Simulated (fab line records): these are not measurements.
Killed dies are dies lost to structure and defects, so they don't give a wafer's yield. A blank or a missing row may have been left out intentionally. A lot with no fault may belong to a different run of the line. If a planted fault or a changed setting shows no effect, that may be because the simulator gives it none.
fab line records -- flow rit_cmos
[record] lots = 6, wafers = 17, last_day = 7
route steps=202 shown SILICIDE@163 CONTACT@168 M1@202
lots that met no fault: taken from a fault-free run of the same line
start_h: hours from the record's opening day to when the first of the lot's shown wafers began -- wait_h: how many hours have passed since the lot's step before this one -- " unchanged from the row above -- L1.1+2: a single row standing in for several wafers -- - no value present, or no start provided -- * or withheld: withheld -- < > ~ a bound
route shown NAME@n: names a module that has steps shown in the file, with the first one's number in the route -- usual: the fault-free wafers' mean and standard deviation -- same: alike in all rows -- chamber/n: place in a boat -- sites: readings site by site -- _std_site: how widely they spread, as a standard deviation -- _edge_site: inner sites' mean taken away from outer sites' mean -- radius_mm: how far each site lies from the wafer's centre -- mask NAME#n: copy n -- behind: the last tool/chamber to shape the wafer -- hold: what put the lot on hold/how long, in hours/how the hold closed -- device: names the non-switching transistor (n, p or np) -- end of line: tests run on the same wafers once the route is complete -- for a step that has no rows: nothing shown but its recipe -- killed: dies that structure and defects cost at the first sort, which is not the same as the wafer's yield -- map: the dies of a wafer, with x for killed, . for not killed, _ for no die there
set.NAME: the run value of the setting; set.NAME@STEP: its run value at that earlier step -- model.NAME: the simulator's own value behind a step, which no gauge read
a table for each step, a row for each wafer; lots at some steps of the route
services: the hour from which a tool's chamber was out of use, counted from the record's first day as start_h (under 0 if before that day), plus the number of hours and why
[[steps]]
[step RIT_SILICIDE_RS_MEAS_02]
[recipe] thk_meas_gauge = four-point-probe, reads = Ti_of_SILICIDE_SPUTTER_01
[usual] SILICIDE_TI_RS = 47.7/0.75
lot.wafer,tool,chamber,start_h,wait_h,SILICIDE_TI_RS[ohm/sq]
L698.1,film_metro-03,-,54.22,0.1,46.9
L698.2,film_metro-03,-,54.22,0.1,47.5
L698.3,film_metro-03,-,54.22,0.1,47.9
L707.4,film_metro-02,-,100.69,0.1,47.1
L707.5,film_metro-02,-,100.69,0.1,46.9
L707.6,film_metro-02,-,100.69,0.1,48.3
L702.5,film_metro-03,-,109.11,0.1,48.8
L702.6,film_metro-03,-,109.11,0.1,48.0
L711.1,film_metro-01,-,120.75,0.1,46.5
L711.2,film_metro-01,-,120.75,0.1,48.9
L711.6,film_metro-01,-,120.75,0.1,48.2
L712.1,film_metro-01,-,127.76,0.1,47.7
L712.4,film_metro-01,-,127.76,0.1,47.6
L712.6,film_metro-01,-,127.76,0.1,48.1
L720.3,film_metro-01,-,166.16,0.1,48.3
L720.4,film_metro-01,-,166.16,0.1,47.1
L720.5,film_metro-01,-,166.16,0.1,47.3
[step RIT_SILICIDE_THK_MEAS_03]
[recipe] thk_meas_gauge = xrf, reads = Ti_of_SILICIDE_SPUTTER_01
[usual] SILICIDE_TI_THK = 29.9/0.42
lot.wafer,tool,chamber,start_h,wait_h,SILICIDE_TI_THK[nm]
L698.1,film_metro-03,-,54.34,0.1,30.5
L698.2,film_metro-03,-,54.34,0.1,30.1
L698.3,film_metro-03,-,54.34,0.1,29.8
L707.4,film_metro-02,-,100.78,0.1,30.2
L707.5,film_metro-02,-,100.78,0.1,30.3
L707.6,film_metro-02,-,100.78,0.1,29.7
L702.5,film_metro-03,-,109.19,0.1,29.6
L702.6,film_metro-03,-,109.19,0.1,30.1
L711.1,film_metro-01,-,120.87,0.1,30.3
L711.2,film_metro-01,-,120.87,0.1,29.0
L711.6,film_metro-01,-,120.87,0.1,29.6
L712.1,film_metro-01,-,127.88,0.1,29.7
L712.4,film_metro-01,-,127.88,0.1,29.9
L712.6,film_metro-01,-,127.88,0.1,29.6
L720.3,film_metro-01,-,166.26,0.1,29.7
L720.4,film_metro-01,-,166.26,0.1,30.1
L720.5,film_metro-01,-,166.26,0.1,30.0
[step RIT_SILICIDE_RTA_04]
[recipe] temp_c = 650, time_s = 10, idle_temp_c = 25, ramp_up_s = 5, ramp_down_s = 5, cool_to_c = 25, ambient = N2
[usual] chamber_o2_ppm = 1.999/0.021, wafer_temp_C_max = 654.5/1.3
lot.wafer,tool,chamber,start_h,wait_h,chamber_o2_ppm,wafer_temp_C_max
L698.1,rtp_anneal-01,0,54.40,0.1,2.017,654.3
L698.2,rtp_anneal-01,0,54.40,0.1,2.026,655.1
L698.3,rtp_anneal-01,0,54.40,0.1,2.007,656.1
L707.4,rtp_anneal-02,0,100.84,0.1,2.004,653.5
L707.5,rtp_anneal-02,0,100.84,0.1,2.023,654.3
L707.6,rtp_anneal-02,0,100.84,0.1,1.994,653.3
L702.5,rtp_anneal-01,0,109.26,0.1,1.970,655.7
L702.6,rtp_anneal-01,0,109.26,0.1,1.985,655.0
L711.1,rtp_anneal-02,0,120.93,0.1,2.011,655.7
L711.2,rtp_anneal-02,0,120.93,0.1,2.027,653.8
L711.6,rtp_anneal-02,0,120.93,0.1,2.011,654.0
L712.1,rtp_anneal-01,0,127.94,0.1,1.989,654.3
L712.4,rtp_anneal-01,0,127.94,0.1,2.018,655.1
L712.6,rtp_anneal-01,0,127.94,0.1,1.973,655.6
L720.3,rtp_anneal-02,0,166.32,0.1,1.974,654.0
L720.4,rtp_anneal-02,0,166.32,0.1,1.947,653.1
L720.5,rtp_anneal-02,0,166.32,0.1,1.976,653.4
[step RIT_SILICIDE_WET_ETCH_05]
[recipe] chemistry = SPM, target = Ti, temp_c = 90, time_s = 120, dry = n2_spin
[step RIT_SILICIDE_RTA_06]
[recipe] temp_c = 750, time_s = 10, idle_temp_c = 25, ramp_up_s = 5, ramp_down_s = 10, cool_to_c = 25, ambient = N2
[usual] chamber_o2_ppm = 2.004/0.022, wafer_temp_C_max = 755.2/1.6
lot.wafer,tool,chamber,start_h,wait_h,chamber_o2_ppm,wafer_temp_C_max
L698.1,rtp_anneal-02,0,54.51,0.0,1.996,752.5
L698.2,rtp_anneal-02,0,54.51,0.0,1.976,755.1
L698.3,rtp_anneal-02,0,54.51,0.0,1.979,756.3
L707.4,rtp_anneal-01,0,100.95,0.0,2.011,756.3
L707.5,rtp_anneal-01,0,100.95,0.0,2.024,757.3
L707.6,rtp_anneal-01,0,100.95,0.0,2.029,758.6
L702.5,rtp_anneal-02,0,109.37,0.0,2.029,753.3
L702.6,rtp_anneal-02,0,109.37,0.0,2.025,753.8
L711.1,rtp_anneal-01,0,121.04,0.0,2.010,757.8
L711.2,rtp_anneal-01,0,121.04,0.0,2.017,756.9
L711.6,rtp_anneal-01,0,121.04,0.0,1.979,756.3
L712.1,rtp_anneal-02,0,128.05,0.0,1.976,753.9
L712.4,rtp_anneal-02,0,128.05,0.0,2.051,753.3
L712.6,rtp_anneal-02,0,128.05,0.0,1.985,754.5
L720.3,rtp_anneal-01,0,166.43,0.0,1.995,755.3
L720.4,rtp_anneal-01,0,166.43,0.0,2.006,755.8
L720.5,rtp_anneal-01,0,166.43,0.0,1.977,757.4
[step RIT_CONTACT_CVD_00]
[recipe] material = SiO2, target_thk_nm = 400, precursor = TEOS, temp_c = 390, time_s = 61, rf_w = 400
[usual] heater_power_w = 292/70
lot.wafer,tool,chamber,start_h,wait_h,heater_power_w,since_wet_clean_h
L698.1,pecvd-04,0,54.58,0.1,293,610
L698.2,pecvd-04,2,54.58,0.1,492,610
L698.3,pecvd-04,1,54.58,0.1,243,610
L707.4,pecvd-04,1,101.01,0.0,254,-
L707.5,pecvd-04,2,101.01,0.0,460,-
L707.6,pecvd-04,0,101.01,0.0,343,-
L702.5,pecvd-03,1,109.42,0.0,307,-
L702.6,pecvd-03,2,109.42,0.0,287,-
L711.1,pecvd-03,0,121.11,0.1,229,272
L711.2,pecvd-03,2,121.11,0.1,240,272
L711.6,pecvd-03,0,121.11,0.1,256,-
L712.1,pecvd-01,1,128.11,0.1,215,1464
L712.4,pecvd-01,2,128.11,0.1,268,-
L712.6,pecvd-01,1,128.11,0.1,226,-
L720.3,pecvd-03,2,166.47,0.0,266,317
L720.4,pecvd-03,0,166.47,0.0,245,-
L720.5,pecvd-03,2,166.47,0.0,273,-
[step RIT_CONTACT_THK_MEAS_01]
[recipe] reads = SiO2_of_CONTACT_CVD_00
[usual] CONTACT_TEOS_THK = 398/5.8
lot.wafer,tool,chamber,start_h,wait_h,hold,CONTACT_TEOS_THK[nm]
L698.1,film_metro-01,-,54.63,0.0,-,398
L698.2,film_metro-01,-,54.63,0.0,-,395
L698.3,film_metro-01,-,54.63,0.0,-,385
L707.4,film_metro-01,-,101.06,0.0,-,386
L707.5,film_metro-01,-,101.06,0.0,-,393
L707.6,film_metro-01,-,101.06,0.0,-,399
L702.5,film_metro-02,-,109.48,0.0,await_dispo/0.2h/release,402
L702.6,film_metro-02,-,109.48,0.0,await_dispo/0.2h/release,401
L702.5,film_metro-02,-,109.71,0.2,-,402
L702.6,film_metro-02,-,109.71,0.2,-,402
L711.1,film_metro-02,-,121.18,0.1,-,401
L711.2,film_metro-02,-,121.18,0.1,-,396
L711.6,film_metro-02,-,121.18,0.1,-,404
L712.1,film_metro-01,-,128.16,0.0,-,401
L712.4,film_metro-01,-,128.16,0.0,-,406
L712.6,film_metro-01,-,128.16,0.0,-,403
L720.3,film_metro-04,-,166.54,0.0,-,393
L720.4,film_metro-04,-,166.54,0.0,-,403
L720.5,film_metro-04,-,166.54,0.0,-,398
[step RIT_CONTACT_HMDS_02]
[recipe] prime_time_s = 60, prime_temp_c = 140
[step RIT_CONTACT_COAT_03]
[recipe] resist = NOVOLAK, spin_rpm = 3250, resist_thk_nm = 1000
[step RIT_CONTACT_SOFTBAKE_04]
[recipe] resist = NOVOLAK, temp_c = 90, time_s = 60
[step RIT_CONTACT_EXPOSE_05]
[recipe] mask_id = M11, na = 0.6, source_shape = conventional, sigma_outer = 0.5, target_cd_nm = 1000, dose_mj = 250
[step RIT_CONTACT_PEB_06]
[recipe] resist = NOVOLAK, temp_c = withheld, time_s = withheld
[step RIT_CONTACT_DEVELOP_07]
[recipe] resist = NOVOLAK, develop_time_s = 120, dev_temp_c = 23
[usual] developer_temp_C = 22.99/0.11
lot.wafer,tool,chamber,start_h,wait_h,developer_temp_C
L698.1,litho_track-02,0,55,-,23.05
L698.2,litho_track-02,0,55,-,23.09
L698.3,litho_track-02,0,55,-,23.05
L707.4,litho_track-02,0,101,-,20.75
L707.5,litho_track-02,0,101,-,20.90
L707.6,litho_track-02,0,102,-,20.71
L702.5,litho_track-02,0,114,-,20.62
L702.6,litho_track-02,0,114,-,20.58
L711.1,litho_track-03,0,121,-,22.61
L711.2,litho_track-03,0,122,-,22.96
L711.6,litho_track-03,0,122,-,22.72
L712.1,litho_track-01,0,129,-,22.97
L712.4,litho_track-01,0,129,-,22.99
L712.6,litho_track-01,0,129,-,22.86
L720.3,litho_track-01,0,167,-,23.10
L720.4,litho_track-01,0,167,-,23.13
L720.5,litho_track-01,0,167,-,23.08
[step RIT_CONTACT_CD_MEAS_08]
[recipe] target_cd_nm = 1000
[usual] cd_nm = 999.9/2.2
lot.wafer,tool,chamber,start_h,wait_h,hold,cd_nm
L698.1,cd_sem-02,-,55.78,-,-,1001.0
L698.2,cd_sem-02,-,55.78,-,-,1000.1
L698.3,cd_sem-02,-,55.78,-,-,1001.4
L707.4,cd_sem-02,-,102.12,-,await_dispo/0.2h/release,1015.7
L707.5,cd_sem-02,-,102.12,-,await_dispo/0.2h/release,1016.1
L707.6,cd_sem-02,-,102.12,-,await_dispo/0.2h/release,1015.8
L707.4,cd_sem-02,-,102.41,0.3,-,1015.6
L707.5,cd_sem-02,-,102.41,0.3,-,1016.4
L707.6,cd_sem-02,-,102.41,0.3,-,1016.1
L702.5,cd_sem-02,-,114.86,-,-,1012.2
L702.6,cd_sem-02,-,114.86,-,-,1013.4
L711.1,cd_sem-02,-,122.21,-,-,997.9
L711.2,cd_sem-02,-,122.21,-,-,998.1
L711.6,cd_sem-02,-,122.21,-,-,998.8
L712.1,cd_sem-01,-,129.35,-,-,1004.0
L712.4,cd_sem-01,-,129.35,-,-,1003.7
L712.6,cd_sem-01,-,129.35,-,-,1001.8
L720.3,cd_sem-01,-,167.59,-,-,1003.0
L720.4,cd_sem-01,-,167.59,-,-,1002.0
L720.5,cd_sem-01,-,167.59,-,-,1004.1
[step RIT_CONTACT_OVL_MEAS_09]
[usual] CONTACT_OVL = -0.9/1.4
lot.wafer,tool,chamber,start_h,wait_h,hold,CONTACT_OVL[nm]
L698.1,overlay-01,-,55.90,0.1,-,0.0
L698.2,overlay-01,-,55.90,0.1,-,-0.9
L698.3,overlay-01,-,55.90,0.1,-,0.2
L707.4,overlay-01,-,106.77,4.3,await_dispo/4.3h/release,0.0
L707.5,overlay-01,-,106.77,4.3,await_dispo/4.3h/release,0.8
L707.6,overlay-01,-,106.77,4.3,await_dispo/4.3h/release,1.2
L702.5,overlay-02,-,114.92,0.0,-,-1.1
L702.6,overlay-02,-,114.92,0.0,-,-2.2
L711.1,overlay-02,-,122.33,0.1,-,-0.7
L711.2,overlay-02,-,122.33,0.1,-,-1.9
L711.6,overlay-02,-,122.33,0.1,-,-2.9
L712.1,overlay-02,-,129.47,0.1,-,3.6
L712.4,overlay-02,-,129.47,0.1,-,1.0
L712.6,overlay-02,-,129.47,0.1,-,2.7
L720.3,overlay-02,-,167.68,0.1,-,-1.4
L720.4,overlay-02,-,167.68,0.1,-,-2.6
L720.5,overlay-02,-,167.68,0.1,-,-1.9
[step RIT_CONTACT_HARDBAKE_10]
[recipe] resist = NOVOLAK, temp_c = 140, time_s = 60
[step RIT_CONTACT_ETCH_11]
[recipe] target_depth_a = 4800, over_etch_frac = 0.2, stop_on = TiSi2, chemistry = CHF3/CF4/Ar, target = SiO2, CHF3_flow_sccm = 50, cf4_flow_sccm = 10, Ar_flow_sccm = 100, O2_flow_sccm = 5, pressure_mtorr = 100, rf_w = 200, time_s = 320
[usual] drypump_motor_current_A = 5.8/0.32, oes_product_au = 0.990/0.012, throttle_valve_pct = 8.90/0.12
lot.wafer,tool,chamber,start_h,wait_h,drypump_motor_current_A,oes_product_au,rf_hours_counter_h,throttle_valve_pct,model.CONTACT.cd_nm
L698.1,rie_diel-03,3,56.08,0.1,6.3,0.992,1,9.10,1001
L698.2,rie_diel-03,0,56.08,0.1,5.9,0.977,20,8.93,999.7
L698.3,rie_diel-03,1,56.08,0.1,6.0,0.997,13,8.83,1001
L707.4,rie_diel-03,2,107.51,0.1,6.0,0.987,8,9.05,1016
L707.5,rie_diel-03,1,107.51,0.1,6.0,0.995,-,8.81,1016
L707.6,rie_diel-03,2,107.51,0.1,6.0,0.994,-,9.07,1017
L702.5,rie_diel-01,3,115.18,0.1,5.8,0.972,-,8.70,1012
L702.6,rie_diel-01,0,115.18,0.1,5.4,0.986,-,8.87,1014
L711.1,rie_diel-01,3,122.52,0.1,5.8,0.968,132,8.70,998.1
L711.2,rie_diel-01,1,122.52,0.1,5.3,0.981,148,8.92,998.1
L711.6,rie_diel-01,1,122.52,0.1,5.3,0.989,-,8.94,998.5
L712.1,rie_diel-01,1,129.66,0.1,5.3,0.985,148,8.93,1004
L712.4,rie_diel-01,0,129.66,0.1,5.4,0.980,76,8.88,1004
L712.6,rie_diel-01,3,129.66,0.1,5.8,0.973,-,8.70,1002
L720.3,rie_diel-04,3,167.86,0.1,6.0,0.992,6,8.85,1004
L720.4,rie_diel-04,0,167.86,0.1,5.8,0.976,132,8.69,1002
L720.5,rie_diel-04,2,167.86,0.1,6.2,1.017,-,8.89,1004
[step RIT_CONTACT_STRIP_12]
[recipe] chemistry = O2, time_s = 180, resist = NOVOLAK, platen_temp_c = withheld, power_w = 500, pressure_mtorr = 4000, o2_flow_sccm = 4000
[usual] drypump_motor_current_A = 5.5/0.54, o2_flow_sccm = 4000/12
lot.wafer,tool,chamber,start_h,wait_h,drypump_motor_current_A,o2_flow_sccm,rf_hours_counter_h
L698.1,plasma_asher-03,0,56.28,0.1,4.9,3999,24
L698.2,plasma_asher-03,1,56.28,0.1,6.1,4007,24
L698.3,plasma_asher-03,0,56.28,0.1,4.9,3980,-
L707.4,plasma_asher-02,1,108.04,0.4,4.9,3997,-
L707.5,plasma_asher-02,1,108.04,0.4,4.9,3981,-
L707.6,plasma_asher-02,0,108.04,0.4,6.2,4010,-
L702.5,plasma_asher-03,1,115.39,0.1,6.1,3988,-
L702.6,plasma_asher-03,0,115.39,0.1,4.9,3984,-
L711.1,plasma_asher-01,1,122.71,0.1,5.9,4000,50
L711.2,plasma_asher-01,0,122.71,0.1,5.2,4011,50
L711.6,plasma_asher-01,1,122.71,0.1,5.9,4004,-
L712.1,plasma_asher-03,1,129.85,0.1,6.1,3982,34
L712.4,plasma_asher-03,0,129.85,0.1,4.9,3986,-
L712.6,plasma_asher-03,1,129.85,0.1,6.1,3984,-
L720.3,plasma_asher-01,0,168.11,0.2,5.2,4016,-
L720.4,plasma_asher-01,1,168.11,0.2,5.9,4012,-
L720.5,plasma_asher-01,1,168.11,0.2,5.9,4032,-
[step RIT_M1_PROBE_99]
[usual] killed_at_M0_to_M3 = 0.0/0.16, killed_at_front_end = 7.1/3, killed_dies = 7.3/3, killed_open = 3.6/2, killed_short = 3.5/1.9
[same] gross_dies = 264, killed_at_M4_up = 0, killed_at_back_side = 0, killed_at_contacts = 0, killed_at_other = 0
lot.wafer,tool,chamber,start_h,wait_h,killed_at_M0_to_M3,killed_at_front_end,killed_dies,killed_open,killed_short
L698.1,prober-02,-,60.94,0.1,0,5,5,4,1
L698.2,prober-02,-,60.99,0.1,0,6,6,3,3
L698.3,prober-02,-,61.04,0.2,0,6,6,3,3
L707.4,prober-01,-,115.23,0.2,0,6,6,3,3
L707.5,prober-01,-,115.28,0.2,0,9,9,5,4
L707.6,prober-01,-,115.33,0.2,0,12,12,8,4
L702.5,prober-02,-,120.17,0.2,0,7,7,4,3
L702.6,prober-02,-,120.22,0.2,0,4,4,2,2
L711.1,prober-01,-,128.67,0.1,0,7,7,4,3
L711.2,prober-01,-,128.72,0.1,0,9,9,5,4
L711.6,prober-01,-,128.92,0.2,0,8,8,3,5
L712.1,prober-02,-,134.51,0.1,0,5,5,2,3
L712.4,prober-02,-,134.66,0.2,1,5,6,1,5
L712.6,prober-02,-,134.76,0.2,0,6,6,4,2
L720.3,prober-02,-,173.07,0.2,0,10,10,7,3
L720.4,prober-02,-,173.12,0.2,0,5,5,1,4
L720.5,prober-02,-,173.17,0.2,0,12,12,2,10
// killed by level:class
L698.1 GATE:geometric_particle:open=2 FOX1:geometric_particle:open=1 FOX2:geometric_particle:open=1 SPACER:geometric_particle:short=1
L698.2 FOX1:geometric_particle:short=1 FOX2:geometric_particle:open=1 GATE:geometric_particle:short=1 GATE:geometric_particle:open=1 REOX:geometric_particle:open=1 REOX:geometric_particle:short=1
L698.3 GATE:geometric_particle:short=2 FOX1:geometric_particle:open=1 GATE:geometric_particle:open=1 REOX:geometric_particle:open=1 SPACER:geometric_particle:short=1
L707.4 SILICIDE:geometric_particle:open=2 SILICIDE:geometric_particle:short=2 FOX1:geometric_particle:open=1 GATE:geometric_particle:short=1
L707.5 SILICIDE:geometric_particle:open=3 FOX1:geometric_particle:short=1 FOX1:geometric_particle:open=1 GATE:geometric_particle:short=1 REOX:geometric_particle:open=1 REOX:geometric_particle:short=1 SPACER:geometric_particle:short=1
L707.6 REOX:geometric_particle:open=3 SILICIDE:geometric_particle:open=3 SILICIDE:geometric_particle:short=2 FOX1:geometric_particle:short=1 GATE:geometric_particle:open=1 REOX:geometric_particle:short=1 SPACER:geometric_particle:open=1
L702.5 GATE:geometric_particle:short=2 REOX:geometric_particle:open=2 FOX1:geometric_particle:short=1 GATE:geometric_particle:open=1 SILICIDE:geometric_particle:open=1
L702.6 GATE:geometric_particle:open=2 GATE:geometric_particle:short=2
L711.1 SPACER:geometric_particle:short=2 FOX1:geometric_particle:open=1 GATE:geometric_particle:short=1 GATE:geometric_particle:open=1 REOX:geometric_particle:open=1 SPACER:geometric_particle:open=1
L711.2 SPACER:geometric_particle:short=3 FOX2:geometric_particle:open=2 FOX1:geometric_particle:open=1 GATE:geometric_particle:short=1 REOX:geometric_particle:open=1 SPACER:geometric_particle:open=1
L711.6 SPACER:geometric_particle:open=3 SPACER:geometric_particle:short=2 FOX1:geometric_particle:short=1 FOX2:geometric_particle:short=1 GATE:geometric_particle:short=1
L712.1 GATE:geometric_particle:open=2 FOX1:geometric_particle:short=1 SPACER:geometric_particle:short=1 SILICIDE:geometric_particle:short=1
L712.4 GATE:geometric_particle:short=2 SPACER:geometric_particle:short=2 FOX1:geometric_particle:short=1 M1:geometric_particle:open=1
L712.6 GATE:geometric_particle:open=3 SILICIDE:geometric_particle:short=2 FOX1:geometric_particle:open=1
L720.3 REOX:geometric_particle:open=3 GATE:geometric_particle:open=2 FOX1:geometric_particle:short=1 REOX:geometric_particle:short=1 SPACER:geometric_particle:short=1 SPACER:geometric_particle:open=1 SILICIDE:geometric_particle:open=1
L720.4 SILICIDE:geometric_particle:short=2 FOX1:geometric_particle:open=1 GATE:geometric_particle:short=1 REOX:geometric_particle:short=1
L720.5 FOX1:geometric_particle:short=3 REOX:geometric_particle:short=3 FOX2:geometric_particle:short=2 FOX1:geometric_particle:open=1 GATE:geometric_particle:open=1 GATE:geometric_particle:short=1 SPACER:geometric_particle:short=1
[[services]]
tool,chamber,start_h,hours,kind
pecvd-01,0,35.06,5.6,repair
plasma_asher-03,-,44.61,4.5,repair
rie_diel-01,3,45.19,7.3,repair
rie_diel-03,2,46.45,9.0,repair
rie_diel-04,-,48.42,15.2,repair
rie_diel-01,2,58.00,3.0,repair
rie_diel-03,0,58.11,2.8,repair
pecvd-01,2,65.10,3.7,repair
rie_diel-03,1,72.59,11.7,repair
rie_diel-03,2,83.28,2.2,repair
rie_diel-04,0,83.70,4.1,repair
rie_diel-03,3,103.44,3.8,repair
rie_diel-04,2,104.53,-,clean
rie_diel-04,2,104.53,24.1,scheduled_down
rie_diel-04,2,104.53,24.1,vent_cycle
plasma_asher-02,-,108.75,9.0,pm
plasma_asher-02,0,108.75,9.0,vent_cycle
plasma_asher-02,1,108.75,9.0,vent_cycle
plasma_asher-03,-,110.13,0.6,repair
pecvd-03,1,118.79,34.4,repair
plasma_asher-02,-,120.17,14.6,pm
rtp_anneal-01,-,149.12,4.0,pm
pecvd-03,0,150.90,11.9,repair
rie_diel-01,1,159.11,-,clean
[[key]]
[first_sign] step = RIT_CONTACT_DEVELOP_07, reading = developer_temp_C, direction = down, sigmas = 21, usual = *, struck = *
[effect] step = RIT_CONTACT_CD_MEAS_08, reading = visit, direction = added
[effect] step = RIT_CONTACT_CD_MEAS_08, reading = cd_nm, direction = up, sigmas = 6.7, usual = 999.9, struck = 1014.6
[model_effect] step = RIT_CONTACT_ETCH_11, value = CONTACT.cd_nm, without = 1002, struck = 1015
met_at RIT_CONTACT_DEVELOP_07
struck_wafers L702.5,L702.6,L707.4,L707.5,L707.6
tester_left_out L702,L707
onset_between 55 101
[fault] kind = process_parameter_drift, tool = litho_track-02, chamber = -, onset_h = 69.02, steps = RIT_CONTACT_DEVELOP_07, channel = dev_temp_c, offset = *, shape = step, end_h = 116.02, acts_in = *, stated = *
// tester_left_out: of these lots the tester's yield and bins aren't shown, on N5 and GAA mostly nor the transistor test; their killed dies are dies lost to structure and defects alone, not to doping, threshold or leakage, so they don't give the yield
